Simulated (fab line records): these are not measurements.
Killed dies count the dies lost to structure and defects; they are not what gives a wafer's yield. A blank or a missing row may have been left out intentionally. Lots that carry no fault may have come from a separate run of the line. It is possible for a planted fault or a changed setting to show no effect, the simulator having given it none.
Lot-split experiment    flow berkeley cmos170    on a route of 331 steps: 5 lots, 23 wafers read

## ABOUT THE SPLIT
At UCB170_PWELL_ETCH_14 (etches Si3N4 in CH3F/Ar/O2, stops on SiO2, target depth 242 nm, time 151 s), the setting time s was moved away from the recipe's 151 s on 7 of the 23 wafers read, by +5.6% to +8.5%. For the rest of the wafers, this setting stayed at what the recipe calls for.

The reading is taken at the split's own step.

## THE READING
SiO2_of_PWELL_OXIDATION_02.thk nm (the simulator's own value, which no gauge read), in nm, at UCB170_PWELL_ETCH_14 (etches Si3N4 in CH3F/Ar/O2, stops on SiO2, target depth 242 nm, time 151 s). The file does not state a usual value for it. Here, 16 wafers ran the recipe; their average is 22.39 nm with a standard deviation of 0.3 nm.

wafer   tool, chamber at the split  time s as run, s  against the recipe  SiO2_of_PWELL_OXIDATION_02.thk nm, nm  against lot-mates on the recipe
L077.1  rie diel-04, 1              151               recipe              22.69                                  -
L077.2  rie diel-04, 2              159.4             +5.6%               19.95                                  -2.48
L077.3  rie diel-04, 3              159.4             +5.6%               20.36                                  -2.07
L077.4  rie diel-04, 0              159.4             +5.6%               20                                     -2.43
L077.5  rie diel-04, 2              151               recipe              22.16                                  -
L075.1  rie diel-03, 2              151               recipe              22.43                                  -
L075.3  rie diel-03, 0              151               recipe              22.58                                  -
L075.4  rie diel-03, 1              151               recipe              22.44                                  -
L075.5  rie diel-03, 0              151               recipe              22.58                                  -
L075.6  rie diel-03, 3              151               recipe              22.45                                  -
L078.1  rie diel-03, 0              151               recipe              22.12                                  -
L078.3  rie diel-03, 1              151               recipe              22.27                                  -
L078.6  rie diel-03, 2              151               recipe              22.04                                  -
L080.1  rie diel-01, 3              162.9             +7.9%               19.96                                  -2.30
L080.2  rie diel-01, 1              151               recipe              22.32                                  -
L080.3  rie diel-01, 0              151               recipe              22.17                                  -
L080.4  rie diel-01, 0              151               recipe              22.29                                  -
L080.5  rie diel-01, 3              162.9             +7.9%               20.48                                  -1.78
L082.1  rie diel-04, 3              163.8             +8.5%               19.32                                  -3.23
L082.2  rie diel-04, 1              151               recipe              22.96                                  -
L082.3  rie diel-04, 0              151               recipe              22.89                                  -
L082.5  rie diel-04, 2              151               recipe              21.8                                   -
L082.6  rie diel-04, 1              163.8             +8.5%               19.56                                  -2.99

FIT RESULTS
A straight line over all 23 wafers: SiO2_of_PWELL_OXIDATION_02.thk nm changes by -0.336 nm for each +1% of time s; r = -0.96; the points scatter about the line by 0.36 nm.
The same after taking each lot's own level away (the mean of its wafers on the recipe; 23 wafers): -0.34 nm for each +1%; r = -0.96; scatter 0.36 nm.
The reading moves by 2.9 nm for the largest change in time s, on that fit.
The lots' own levels span 22.143 to 22.550 nm, that is 1.4 times the standard deviation above.
So the lot-to-lot level changes the slope little: the two slopes agree.
Check: for one of the wafers moved furthest among these (+8.5%), held out of the fit, the line's prediction against its lot-mates is -2.82 nm. Against them it came out at -3.23 nm.

## ADDITIONAL SPLITS CARRIED BY THESE WAFERS
Other splits were also applied to these wafers ahead of the reading. Each is held against what the fit with the lots' levels taken away leaves over:
other split on the same wafers    wafers away from the commonest value  r with SiO2_of_PWELL_OXIDATION_02.thk nm (lot level and that fit taken away)
UCB170_START_OXIDATION_02 temp c  10                                    +0.26
UCB170_NWELL_OXIDATION_01 temp c  10                                    -0.19
UCB170_PWELL_CVD_05 time s        10                                    +0.08

## THE WHOLE CHAIN: every reading that the file lists as answering this split, in the file's order
step                   what it does                                                                reading                                                                             change (the file's fit)                r (the file's)
UCB170_PWELL_ETCH_14   etches Si3N4 in CH3F/Ar/O2, stops on SiO2, target depth 242 nm, time 151 s  KrF_of_PWELL_COAT_08.thk nm (the simulator's own value, which no gauge read)        -1.38 nm for each +1% of the setting   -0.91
UCB170_PWELL_ETCH_14   etches Si3N4 in CH3F/Ar/O2, stops on SiO2, target depth 242 nm, time 151 s  SiO2_of_PWELL_OXIDATION_02.thk nm (the simulator's own value, which no gauge read)  -0.335 nm for each +1% of the setting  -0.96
UCB170_PWELL_STRIP_16  strips in O2                                                                strip time to endpoint s                                                            withheld for each +1% of the setting   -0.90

## FILE'S OWN FIT
SiO2_of_PWELL_OXIDATION_02.thk nm changes by -0.335 nm for each +1% of time s, r = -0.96.
